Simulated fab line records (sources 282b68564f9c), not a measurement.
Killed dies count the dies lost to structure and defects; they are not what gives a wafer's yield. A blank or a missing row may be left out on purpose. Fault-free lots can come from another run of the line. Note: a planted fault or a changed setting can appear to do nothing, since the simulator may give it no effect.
Matching of chambers	flow rit_cmos	rie_diel-03 running RIT_CONTACT_ETCH_11: 4 sister chambers
The step etches SiO2 in CHF3/CF4/Ar, stops on TiSi2, target depth 480 nm, time 320 s. 4 wafers are shown with their chamber, then 8 later ones without.

EACH WAFER AND ITS CHAMBER
wafer	chamber	throttle_valve_pct (%)
L315.2	3	8.93
L319.2	0	8.98
L330.2	2	9.14
L333.2	1	9.02

WAFERS WHOSE CHAMBER IS MISSING
wafer	throttle_valve_pct (%)
L333.5	9.02
L333.6	8.97
L334.2	9.13
L334.4	9.03
L334.5	9.02
L336.1	8.97
L336.4	8.93
L336.5	8.97

EACH ONE'S CHAMBER
wafer	from the rows above	in truth
L333.5	1	1
L333.6	0	0
L334.2	2	2
L334.4	1	1
L334.5	1	1
L336.1	0	0
L336.4	3	3
L336.5	0	0
Placed correctly: 8 of 8. From these rows, 0 cannot be placed. 0 placed wrongly.
How it was worked out, from the rows above alone: a wafer's distance from a chamber is the root of the sum, over the readings, of the square of ((its reading less the chamber's mean) divided by the reading's scatter). If the next closest chamber is less than 2 further off than the closest, the wafer can't be placed; otherwise it belongs to the closest. Each chamber's mean is taken over the wafers shown for it. The scatter: with one shown wafer a chamber, the root of the mean of the squares of how far each hidden wafer lies from its nearest shown one.
